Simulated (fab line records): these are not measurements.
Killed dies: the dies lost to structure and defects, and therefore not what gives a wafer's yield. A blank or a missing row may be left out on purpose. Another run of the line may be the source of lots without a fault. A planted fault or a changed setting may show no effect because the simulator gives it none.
Comparing a struck lot with a sound one / flow ritCmos / 19 out of 202 route steps
Sound: these wafers, L275.3, L275.4, L275.6. Struck: wafers L278.2, L278.3, L278.6. The cause is named last.
Each step with rows lists, per side, the tool, then ch with its chambers, then its first start. Under that, the readings that differ: sound wafers / struck wafers / difference of the means / sigmas: that difference in standard deviations of wafers without a fault.
alike: words and numbers the same on both sides, and readings whose means are apart by under 2 such deviations; not compared: readings that were withheld, readings missing a value for some wafer, numbers with overlapping values and no deviation given by the record, and bounds like >300 which may hide the same value.
A row with sigmas, a row that says differs or no value, or rows on one side alone: a step with any of these is where the two part. Non-overlapping numbers with no deviation appear without sigmas and do not part them. A reading missing from all wafers of one side parts the sides only when that side holds two or more wafers.

RIT_SDANNEAL_RS_MEAS_06: measurement is done with a four-point probe.
  sound: filmMetro-03 at day 4 06:17; struck: filmMetro-02 at day 4 19:58
  alike: PLDD_RS
RIT_SDANNEAL_RS_MEAS_07: measurement is done with a four-point probe.
  sound: filmMetro-03 at day 4 06:24; struck: filmMetro-02 at day 4 20:05
reading=NLDD_RS (ohm/sq); sound=150.8 150.5 150.5; struck=152.4 152.7 152.0; difference=+1.8; sigmas=+3
then, 1 step without rows for these wafers: RIT_SILICIDE_WET_ETCH_00 (etches SiO2 in BOE, target depth 14 nm, time 15 s).
RIT_SILICIDE_SPUTTER_01: material Ti, target thk 30 nm, time 240 s.
  sound: pvdSputter-04 at day 4 06:29; struck: pvdSputter-01 at day 4 20:12
  alike: throttleValvePct
RIT_SILICIDE_RS_MEAS_02: measurement is done with a four-point probe.
  sound: filmMetro-02 at day 4 06:41; struck: filmMetro-03 at day 4 20:22
  alike: SILICIDE_TI_RS
RIT_SILICIDE_THK_MEAS_03: measures by xrf.
  sound: filmMetro-02 at day 4 06:47; struck: filmMetro-03 at day 4 20:29
  alike: SILICIDE_TI_THK
RIT_SILICIDE_RTA_04: time 10 s, ramp up 5 s, ramp down 5 s.
  sound on rtpAnneal-01 ch 0, day 4 06:52; struck on rtpAnneal-02 ch 0, day 4 20:32
  alike: wafer_temp_C_max
then, 1 step without rows for these wafers: RIT_SILICIDE_WET_ETCH_05 (etches Ti in SPM, time 120 s).
RIT_SILICIDE_RTA_06: time 10 s, ramp up 5 s, ramp down 10 s.
  sound on rtpAnneal-02 ch 0, day 4 07:01; struck on rtpAnneal-01 ch 0, day 4 20:39
reading=wafer_temp_C_max; sound=755.4 754.3 753.9; struck=752.9 752.4 752.9; difference=-1.8; sigmas=-2
RIT_CONTACT_CVD_00: deposits SiO2 from TEOS, target thk 400 nm, time 61 s.
  sound on pecvd-04 ch 0,2, day 4 07:04; struck on pecvd-04 ch 1,2, day 4 20:43
  alike: heaterPowerW
RIT_CONTACT_THK_MEAS_01:
  sound: filmMetro-04 at day 4 07:08; struck: filmMetro-01 at day 4 20:46
  alike: CONTACT_TEOS_THK
then, 1 step without rows for these wafers: RIT_CONTACT_HMDS_02 (prime time 60 s).
RIT_CONTACT_COAT_03: resist thk 1000 nm.
  struck on lithoTrack-01, day 4 20:59; sound on lithoTrack-01 ch 0, day 4 07:22
  no value came back on the struck wafers for chillPlateTempC (C), dispensePressureKPa (kPa); on the sound wafers chillPlateTempC (C) reads 23.05 23.11 22.98
then, 4 steps without rows for these wafers: RIT_CONTACT_SOFTBAKE_04 (time 60 s); RIT_CONTACT_EXPOSE_05 (exposes mask M11, target cd 1000 nm); RIT_CONTACT_PEB_06; RIT_CONTACT_DEVELOP_07 (develop time 120 s).
RIT_CONTACT_CD_MEAS_08: the cd target is 1000 nm.
  sound: cdSem-02 at day 4 08:18; struck: cdSem-01 at day 4 22:02
reading=cdNm (nm); sound=1000.9 998.9 999.7; struck=- - -; difference=no value on the struck wafers; sigmas=
RIT_CONTACT_OVL_MEAS_09:
  sound: overlay-01 at day 4 08:23; struck: overlay-01 at day 4 22:08
reading=CONTACT_OVL (nm); sound=1.7 2.4 1.6; struck=- - -; difference=no value on the struck wafers; sigmas=

== WHERE THEY PART ==
Last at RIT_CONTACT_OVL_MEAS_09 as far as this record goes, first at RIT_SDANNEAL_RS_MEAS_07.

WHY: what had been put in by the simulator
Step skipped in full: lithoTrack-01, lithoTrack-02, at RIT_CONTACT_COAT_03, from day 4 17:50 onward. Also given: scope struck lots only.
